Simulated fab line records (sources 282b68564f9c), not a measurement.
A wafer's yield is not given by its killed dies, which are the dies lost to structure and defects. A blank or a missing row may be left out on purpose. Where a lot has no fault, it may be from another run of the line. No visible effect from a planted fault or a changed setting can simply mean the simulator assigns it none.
8D (eight disciplines) problem report, filled in by code ; flow ritCmos ; the parts of the form that need people (team, actions taken, sign-off) are left out

1. WHAT WENT WRONG
spinSpeedRpm at RIT_PLDD_COAT_01 reads a mean of 3172.2 rpm on 6 wafers of 2 lots; wafers without a fault read 3249.9 rpm with a standard deviation of 2.3. That puts it -34 standard deviations away from the usual mean.
The step: resist thk 1000 nm.
The first sign was on wafer L699.3 at day 6 19:58, on lithoTrack-03. The record holds 42 wafers of 14 lots with a number at this step. The rule behind "out" and "out of limits": a value lying over 4 standard deviations away from the usual mean. Any other wafer with a number is counted as sound.

2. WHAT IT IS AND WHAT IT IS NOT
question;is;is not
which readings at this step;spinSpeedRpm;-
which lots;L699, L700;L682, L683, L684, L685, L686, L688, L689, L690, L691, L697, L698, L704
which wafers of those lots;all that have a number;-
read on which tools;lithoTrack-03;lithoTrack-02, lithoTrack-04
when;from day 6 19:58;"up to then (33 sound wafers); but 3 sound wafers of L704 came after"

3. SUSPECTS, AND WHAT RULES EACH OUT
Counting: a tool at any process step up to the reading remains a suspect when it ran all the lots that are out and ran no sound lot after the first of those.
- lithoTrack-03 at RIT_PLDD_COAT_01 (resist thk 1000 nm): kept. It ran every lot that is out, first L699 (day 6 19:58), and no sound lot after that; its last sound lot up to then is L690 (day 4 15:46). Its own readings are out on those wafers: spinSpeedRpm.
After counting, what remains is lithoTrack-03 at RIT_PLDD_COAT_01.

4. THE CAUSE (what the simulator had put in)
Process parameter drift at RIT_PLDD_COAT_01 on lithoTrack-03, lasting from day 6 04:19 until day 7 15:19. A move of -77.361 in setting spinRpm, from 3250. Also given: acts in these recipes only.
This tool alone remained once counting was done.

5. SEQUENCE OF EFFECTS, ordered by route
One row per reading whose mean, taken over the struck wafers that have a number, lies over 3 standard deviations from the usual. Only readings whose record carries a usual standard deviation are examined. hours: median over the lots of the time between each lot's start at the first step of this table that gives one and its start at this step. sigmas: the change, counted in usual standard deviations.
hours;step;reading;usual;on struck wafers;change;sigmas
0;RIT_PLDD_COAT_01;spinSpeedRpm;3249.9 rpm;3172.2;-77.7;-34
It contains these process steps:
- RIT_PLDD_COAT_01: resist thk 1000 nm.

6. WHAT WOULD HAVE CAUGHT IT SOONER
In this record the first reading out of limits was taken at day 6 19:58, 16 hours after the fault began at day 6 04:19.
